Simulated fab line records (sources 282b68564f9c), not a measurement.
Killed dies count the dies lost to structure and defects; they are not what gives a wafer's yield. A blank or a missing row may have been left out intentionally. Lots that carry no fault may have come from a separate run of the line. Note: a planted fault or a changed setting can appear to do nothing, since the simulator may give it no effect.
fab line records || flow ritCmos
record: {"lots": 14, "wafers": 42, "lastDay": 6}
route steps=202 shown PWELL@47
lots untouched by any fault: they come from a run of this same line in which no faults occurred
startH: start of the lot's first displayed wafer, in hours after the record's first day || waitH: hours since the lot's step before || " as in the row above || L1.1+2: one row covering several wafers at once || - no value, or no start given || * or withheld: withheld || < > ~ a bound
route shown NAME@n: a module of which the file shows steps, and the number in the route of the first || usual: the fault-free wafers' mean and standard deviation || same: alike in all rows || chamber/n: place in a boat || sites: the reading at each site || _std_site: the standard deviation of these || _edge_site: mean of outer sites minus mean of inner sites || radiusMm: how far each site lies from the wafer's centre || mask NAME#n: copy n || behind: tool/chamber where the wafer was last shaped || hold: why the lot went on hold/how many hours it stayed there/how the hold came to an end || device: whichever transistor did not switch (one of n, p or np) || end of line: tests run on the same wafers once the route is complete || for a step that has no rows: nothing shown but its recipe || killed: dies that structure and defects cost at the first sort, which is not the same as the wafer's yield || map: per-die view of a wafer (x killed, . not killed, _ where there is no die)
set.NAME: setting as actually run; set.NAME@STEP: the setting as run at that earlier step || model.NAME: the simulator's own value behind a step, which no gauge read
steps of the route over a sample of lots; a table a step, a row a wafer
services: from which hour (startH, from the record's first day; less than 0 if before it) a tool's chamber was out of use, for how many hours, and why
== steps ==
step: RIT_PWELL_IMPLANT_08
recipe: {"species": "B", "energyKev": 170, "doseCm2": 7e+13, "tiltDeg": 7}
usual: {"doseIonsCm2": "6.997e+13/6.4e+10", "faradayCurrentUA": "222/4.9", "tiltDeg": "7.002/0.02"}
same: {"implantIonAmu": 11}
{"lot.wafer": "L614.2", "tool": "implanter-04", "chamber": 0, "startH": 22.60, "waitH": 0.2, "doseIonsCm2": 7.004e+13, "faradayCurrentUA": 220, "tiltDeg": 7.025}
{"lot.wafer": "L614.3", "tool": "implanter-04", "chamber": 0, "startH": 22.60, "waitH": 0.2, "doseIonsCm2": 7.003e+13, "faradayCurrentUA": 219, "tiltDeg": 6.995}
{"lot.wafer": "L614.5", "tool": "implanter-04", "chamber": 0, "startH": 22.60, "waitH": 0.2, "doseIonsCm2": 6.996e+13, "faradayCurrentUA": 220, "tiltDeg": 7.002}
{"lot.wafer": "L615.4", "tool": "implanter-04", "chamber": 0, "startH": 27.79, "waitH": 0.2, "doseIonsCm2": 6.993e+13, "faradayCurrentUA": 225, "tiltDeg": 6.992}
{"lot.wafer": "L615.5", "tool": "implanter-04", "chamber": 0, "startH": 27.79, "waitH": 0.2, "doseIonsCm2": 6.99e+13, "faradayCurrentUA": 219, "tiltDeg": 6.996}
{"lot.wafer": "L615.6", "tool": "implanter-04", "chamber": 0, "startH": 27.79, "waitH": 0.2, "doseIonsCm2": 7.004e+13, "faradayCurrentUA": 216, "tiltDeg": 7.017}
{"lot.wafer": "L616.1", "tool": "implanter-03", "chamber": 0, "startH": 33.12, "waitH": 0.2, "doseIonsCm2": 6.997e+13, "faradayCurrentUA": 222, "tiltDeg": 7.023}
{"lot.wafer": "L616.3", "tool": "implanter-03", "chamber": 0, "startH": 33.12, "waitH": 0.2, "doseIonsCm2": 7.004e+13, "faradayCurrentUA": 223, "tiltDeg": 7.013}
{"lot.wafer": "L616.5", "tool": "implanter-03", "chamber": 0, "startH": 33.12, "waitH": 0.2, "doseIonsCm2": 6.999e+13, "faradayCurrentUA": 222, "tiltDeg": 7.015}
{"lot.wafer": "L617.2", "tool": "implanter-01", "chamber": 0, "startH": 38.51, "waitH": 0.2, "doseIonsCm2": 7e+13, "faradayCurrentUA": 229, "tiltDeg": 6.990}
{"lot.wafer": "L617.3", "tool": "implanter-01", "chamber": 0, "startH": 38.51, "waitH": 0.2, "doseIonsCm2": 7.008e+13, "faradayCurrentUA": 221, "tiltDeg": 7.018}
{"lot.wafer": "L617.5", "tool": "implanter-01", "chamber": 0, "startH": 38.51, "waitH": 0.2, "doseIonsCm2": 7.013e+13, "faradayCurrentUA": 214, "tiltDeg": 6.998}
{"lot.wafer": "L618.1", "tool": "implanter-01", "chamber": 0, "startH": 42.70, "waitH": 0.2, "doseIonsCm2": 6.984e+13, "faradayCurrentUA": 226, "tiltDeg": 7.010}
{"lot.wafer": "L618.4", "tool": "implanter-01", "chamber": 0, "startH": 42.70, "waitH": 0.2, "doseIonsCm2": 6.989e+13, "faradayCurrentUA": 220, "tiltDeg": 7.028}
{"lot.wafer": "L618.6", "tool": "implanter-01", "chamber": 0, "startH": 42.70, "waitH": 0.2, "doseIonsCm2": 6.994e+13, "faradayCurrentUA": 227, "tiltDeg": 7.000}
{"lot.wafer": "L619.2", "tool": "implanter-03", "chamber": 0, "startH": 47.53, "waitH": 0.2, "doseIonsCm2": 6.998e+13, "faradayCurrentUA": 222, "tiltDeg": 6.988}
{"lot.wafer": "L619.3", "tool": "implanter-03", "chamber": 0, "startH": 47.53, "waitH": 0.2, "doseIonsCm2": 7.001e+13, "faradayCurrentUA": 227, "tiltDeg": 6.975}
{"lot.wafer": "L619.4", "tool": "implanter-03", "chamber": 0, "startH": 47.53, "waitH": 0.2, "doseIonsCm2": 7.014e+13, "faradayCurrentUA": 226, "tiltDeg": 6.987}
{"lot.wafer": "L620.2", "tool": "implanter-04", "chamber": 0, "startH": 52.24, "waitH": 0.2, "doseIonsCm2": 6.998e+13, "faradayCurrentUA": 210, "tiltDeg": 7.018}
{"lot.wafer": "L620.3", "tool": "implanter-04", "chamber": 0, "startH": 52.24, "waitH": 0.2, "doseIonsCm2": 6.999e+13, "faradayCurrentUA": 216, "tiltDeg": 6.987}
{"lot.wafer": "L620.4", "tool": "implanter-04", "chamber": 0, "startH": 52.24, "waitH": 0.2, "doseIonsCm2": 6.994e+13, "faradayCurrentUA": 222, "tiltDeg": 6.996}
{"lot.wafer": "L623.1", "tool": "implanter-03", "chamber": 0, "startH": 68.20, "waitH": 0.2, "doseIonsCm2": 7.006e+13, "faradayCurrentUA": 216, "tiltDeg": 6.997}
{"lot.wafer": "L623.3", "tool": "implanter-03", "chamber": 0, "startH": 68.20, "waitH": 0.2, "doseIonsCm2": 7.007e+13, "faradayCurrentUA": 221, "tiltDeg": 7.004}
{"lot.wafer": "L623.6", "tool": "implanter-03", "chamber": 0, "startH": 68.20, "waitH": 0.2, "doseIonsCm2": 6.993e+13, "faradayCurrentUA": 211, "tiltDeg": 7.009}
{"lot.wafer": "L624.1", "tool": "implanter-01", "chamber": 0, "startH": 72.34, "waitH": 0.2, "doseIonsCm2": 6.999e+13, "faradayCurrentUA": 222, "tiltDeg": 6.972}
{"lot.wafer": "L624.2", "tool": "implanter-01", "chamber": 0, "startH": 72.34, "waitH": 0.2, "doseIonsCm2": 6.993e+13, "faradayCurrentUA": 221, "tiltDeg": 6.995}
{"lot.wafer": "L624.3", "tool": "implanter-01", "chamber": 0, "startH": 72.34, "waitH": 0.2, "doseIonsCm2": 6.996e+13, "faradayCurrentUA": 225, "tiltDeg": 6.984}
{"lot.wafer": "L626.2", "tool": "implanter-01", "chamber": 0, "startH": 82.17, "waitH": 0.2, "doseIonsCm2": 6.996e+13, "faradayCurrentUA": 228, "tiltDeg": 7.015}
{"lot.wafer": "L626.4", "tool": "implanter-01", "chamber": 0, "startH": 82.17, "waitH": 0.2, "doseIonsCm2": 7.008e+13, "faradayCurrentUA": 225, "tiltDeg": 7.003}
{"lot.wafer": "L626.6", "tool": "implanter-01", "chamber": 0, "startH": 82.17, "waitH": 0.2, "doseIonsCm2": 6.997e+13, "faradayCurrentUA": 219, "tiltDeg": 6.999}
{"lot.wafer": "L627.3", "tool": "implanter-04", "chamber": 0, "startH": 87.72, "waitH": 0.2, "doseIonsCm2": 7.001e+13, "faradayCurrentUA": 222, "tiltDeg": 6.983}
{"lot.wafer": "L627.5", "tool": "implanter-04", "chamber": 0, "startH": 87.72, "waitH": 0.2, "doseIonsCm2": 6.996e+13, "faradayCurrentUA": 226, "tiltDeg": 6.977}
{"lot.wafer": "L627.6", "tool": "implanter-04", "chamber": 0, "startH": 87.72, "waitH": 0.2, "doseIonsCm2": 6.993e+13, "faradayCurrentUA": 222, "tiltDeg": 6.992}
{"lot.wafer": "L628.3", "tool": "implanter-03", "chamber": 0, "startH": 92.53, "waitH": 0.2, "doseIonsCm2": 6.988e+13, "faradayCurrentUA": 221, "tiltDeg": 6.971}
{"lot.wafer": "L628.4", "tool": "implanter-03", "chamber": 0, "startH": 92.53, "waitH": 0.2, "doseIonsCm2": 6.994e+13, "faradayCurrentUA": 216, "tiltDeg": 6.957}
{"lot.wafer": "L628.5", "tool": "implanter-03", "chamber": 0, "startH": 92.53, "waitH": 0.2, "doseIonsCm2": 6.997e+13, "faradayCurrentUA": 227, "tiltDeg": 6.989}
{"lot.wafer": "L632.3", "tool": "implanter-04", "chamber": 0, "startH": 113.31, "waitH": 0.2, "doseIonsCm2": 6.645e+13, "faradayCurrentUA": 207, "tiltDeg": 7.004}
{"lot.wafer": "L632.4", "tool": "implanter-04", "chamber": 0, "startH": 113.31, "waitH": 0.2, "doseIonsCm2": 6.643e+13, "faradayCurrentUA": 210, "tiltDeg": 7.012}
{"lot.wafer": "L632.6", "tool": "implanter-04", "chamber": 0, "startH": 113.31, "waitH": 0.2, "doseIonsCm2": 6.642e+13, "faradayCurrentUA": 208, "tiltDeg": 7.021}
{"lot.wafer": "L633.3", "tool": "implanter-04", "chamber": 0, "startH": 118.96, "waitH": 0.2, "doseIonsCm2": 6.641e+13, "faradayCurrentUA": 205, "tiltDeg": 7.044}
{"lot.wafer": "L633.5", "tool": "implanter-04", "chamber": 0, "startH": 118.96, "waitH": 0.2, "doseIonsCm2": 6.639e+13, "faradayCurrentUA": 210, "tiltDeg": 7.019}
{"lot.wafer": "L633.6", "tool": "implanter-04", "chamber": 0, "startH": 118.96, "waitH": 0.2, "doseIonsCm2": 6.646e+13, "faradayCurrentUA": 209, "tiltDeg": 7.025}
step: RIT_WELLDRIVE_RS_MEAS_02
recipe: {"thkMeasGauge": "four-point-probe"}
usual: {"PWELL_RS": "429.0/1.2"}
{"lot.wafer": "L614.2", "tool": "filmMetro-04", "chamber": "-", "startH": 28.18, "waitH": 0.1, "PWELL_RS[ohm/sq]": 428.8}
{"lot.wafer": "L614.3", "tool": "filmMetro-04", "chamber": "-", "startH": 28.18, "waitH": 0.1, "PWELL_RS[ohm/sq]": 429.0}
{"lot.wafer": "L614.5", "tool": "filmMetro-04", "chamber": "-", "startH": 28.18, "waitH": 0.1, "PWELL_RS[ohm/sq]": 428.8}
{"lot.wafer": "L615.4", "tool": "filmMetro-04", "chamber": "-", "startH": 33.36, "waitH": 0.1, "PWELL_RS[ohm/sq]": 427.5}
{"lot.wafer": "L615.5", "tool": "filmMetro-04", "chamber": "-", "startH": 33.36, "waitH": 0.1, "PWELL_RS[ohm/sq]": 430.8}
{"lot.wafer": "L615.6", "tool": "filmMetro-04", "chamber": "-", "startH": 33.36, "waitH": 0.1, "PWELL_RS[ohm/sq]": 429.3}
{"lot.wafer": "L616.1", "tool": "filmMetro-01", "chamber": "-", "startH": 38.71, "waitH": 0.1, "PWELL_RS[ohm/sq]": 428.0}
{"lot.wafer": "L616.3", "tool": "filmMetro-01", "chamber": "-", "startH": 38.71, "waitH": 0.1, "PWELL_RS[ohm/sq]": 429.0}
{"lot.wafer": "L616.5", "tool": "filmMetro-01", "chamber": "-", "startH": 38.71, "waitH": 0.1, "PWELL_RS[ohm/sq]": 428.6}
{"lot.wafer": "L617.2", "tool": "filmMetro-01", "chamber": "-", "startH": 44.09, "waitH": 0.1, "PWELL_RS[ohm/sq]": 430.6}
{"lot.wafer": "L617.3", "tool": "filmMetro-01", "chamber": "-", "startH": 44.09, "waitH": 0.1, "PWELL_RS[ohm/sq]": 430.1}
{"lot.wafer": "L617.5", "tool": "filmMetro-01", "chamber": "-", "startH": 44.09, "waitH": 0.1, "PWELL_RS[ohm/sq]": 429.5}
{"lot.wafer": "L618.1", "tool": "filmMetro-02", "chamber": "-", "startH": 48.29, "waitH": 0.1, "PWELL_RS[ohm/sq]": 427.8}
{"lot.wafer": "L618.4", "tool": "filmMetro-02", "chamber": "-", "startH": 48.29, "waitH": 0.1, "PWELL_RS[ohm/sq]": 430.7}
{"lot.wafer": "L618.6", "tool": "filmMetro-02", "chamber": "-", "startH": 48.29, "waitH": 0.1, "PWELL_RS[ohm/sq]": 430.6}
{"lot.wafer": "L619.2", "tool": "filmMetro-01", "chamber": "-", "startH": 53.12, "waitH": 0.1, "PWELL_RS[ohm/sq]": 427.5}
{"lot.wafer": "L619.3", "tool": "filmMetro-01", "chamber": "-", "startH": 53.12, "waitH": 0.1, "PWELL_RS[ohm/sq]": 429.7}
{"lot.wafer": "L619.4", "tool": "filmMetro-01", "chamber": "-", "startH": 53.12, "waitH": 0.1, "PWELL_RS[ohm/sq]": 429.9}
{"lot.wafer": "L620.2", "tool": "filmMetro-01", "chamber": "-", "startH": 57.82, "waitH": 0.1, "PWELL_RS[ohm/sq]": 430.6}
{"lot.wafer": "L620.3", "tool": "filmMetro-01", "chamber": "-", "startH": 57.82, "waitH": 0.1, "PWELL_RS[ohm/sq]": 430.0}
{"lot.wafer": "L620.4", "tool": "filmMetro-01", "chamber": "-", "startH": 57.82, "waitH": 0.1, "PWELL_RS[ohm/sq]": 430.7}
{"lot.wafer": "L623.1", "tool": "filmMetro-04", "chamber": "-", "startH": 73.79, "waitH": 0.1, "PWELL_RS[ohm/sq]": 429.2}
{"lot.wafer": "L623.3", "tool": "filmMetro-04", "chamber": "-", "startH": 73.79, "waitH": 0.1, "PWELL_RS[ohm/sq]": 428.5}
{"lot.wafer": "L623.6", "tool": "filmMetro-04", "chamber": "-", "startH": 73.79, "waitH": 0.1, "PWELL_RS[ohm/sq]": 428.1}
{"lot.wafer": "L624.1", "tool": "filmMetro-04", "chamber": "-", "startH": 78.54, "waitH": 0.1, "PWELL_RS[ohm/sq]": 428.7}
{"lot.wafer": "L624.2", "tool": "filmMetro-04", "chamber": "-", "startH": 78.54, "waitH": 0.1, "PWELL_RS[ohm/sq]": 428.6}
{"lot.wafer": "L624.3", "tool": "filmMetro-04", "chamber": "-", "startH": 78.54, "waitH": 0.1, "PWELL_RS[ohm/sq]": 429.1}
{"lot.wafer": "L626.2", "tool": "filmMetro-01", "chamber": "-", "startH": 88.67, "waitH": 0.1, "PWELL_RS[ohm/sq]": 431.1}
{"lot.wafer": "L626.4", "tool": "filmMetro-01", "chamber": "-", "startH": 88.67, "waitH": 0.1, "PWELL_RS[ohm/sq]": 432.3}
{"lot.wafer": "L626.6", "tool": "filmMetro-01", "chamber": "-", "startH": 88.67, "waitH": 0.1, "PWELL_RS[ohm/sq]": 429.9}
{"lot.wafer": "L627.3", "tool": "filmMetro-02", "chamber": "-", "startH": 93.95, "waitH": 0.1, "PWELL_RS[ohm/sq]": 427.4}
{"lot.wafer": "L627.5", "tool": "filmMetro-02", "chamber": "-", "startH": 93.95, "waitH": 0.1, "PWELL_RS[ohm/sq]": 427.3}
{"lot.wafer": "L627.6", "tool": "filmMetro-02", "chamber": "-", "startH": 93.95, "waitH": 0.1, "PWELL_RS[ohm/sq]": 426.6}
{"lot.wafer": "L628.3", "tool": "filmMetro-02", "chamber": "-", "startH": 99.03, "waitH": 0.1, "PWELL_RS[ohm/sq]": 430.3}
{"lot.wafer": "L628.4", "tool": "filmMetro-02", "chamber": "-", "startH": 99.03, "waitH": 0.1, "PWELL_RS[ohm/sq]": 429.3}
{"lot.wafer": "L628.5", "tool": "filmMetro-02", "chamber": "-", "startH": 99.03, "waitH": 0.1, "PWELL_RS[ohm/sq]": 430.1}
{"lot.wafer": "L632.3", "tool": "filmMetro-01", "chamber": "-", "startH": 118.88, "waitH": 0.1, "PWELL_RS[ohm/sq]": 442.0}
{"lot.wafer": "L632.4", "tool": "filmMetro-01", "chamber": "-", "startH": 118.88, "waitH": 0.1, "PWELL_RS[ohm/sq]": 442.3}
{"lot.wafer": "L632.6", "tool": "filmMetro-01", "chamber": "-", "startH": 118.88, "waitH": 0.1, "PWELL_RS[ohm/sq]": 443.8}
{"lot.wafer": "L633.3", "tool": "filmMetro-04", "chamber": "-", "startH": 124.53, "waitH": 0.1, "PWELL_RS[ohm/sq]": 444.4}
{"lot.wafer": "L633.5", "tool": "filmMetro-04", "chamber": "-", "startH": 124.53, "waitH": 0.1, "PWELL_RS[ohm/sq]": 444.0}
{"lot.wafer": "L633.6", "tool": "filmMetro-04", "chamber": "-", "startH": 124.53, "waitH": 0.1, "PWELL_RS[ohm/sq]": 443.6}
== services ==
{"tool": "implanter-03", "chamber": "-", "startH": 3.44, "hours": 1.9, "kind": "repair"}
== key ==
firstSign: {"step": "RIT_PWELL_IMPLANT_08", "reading": "doseIonsCm2", "direction": "down", "sigmas": 55, "usual": 6.997e+13, "struck": 6.643e+13}
effect: {"step": "RIT_PWELL_IMPLANT_08", "reading": "faradayCurrentUA", "direction": "down", "sigmas": 2.8, "usual": 222, "struck": 208}
effect: {"step": "RIT_WELLDRIVE_RS_MEAS_02", "reading": "PWELL_RS", "direction": "up", "sigmas": 12, "usual": 429.0, "struck": 443.4}
metAt RIT_PWELL_IMPLANT_08
struckLots L632,L633
testerLeftOut L632,L633
onsetBetween 87.72 113.31
fault: {"kind": "processParameterDrift", "tool": "implanter-04", "chamber": "-", "onsetH": 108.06, "steps": "RIT_PWELL_IMPLANT_08", "channel": "doseCm2", "offset": -3.5e+12, "shape": "step", "endH": 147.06, "actsIn": "theseRecipesOnly", "stated": 7e+13}
testerLeftOut: of these lots the tester's yield and bins aren't shown, on N5 and GAA mostly nor the transistor test; their killed dies are dies lost to structure and defects alone, not to doping, threshold or leakage, so they don't give the yield
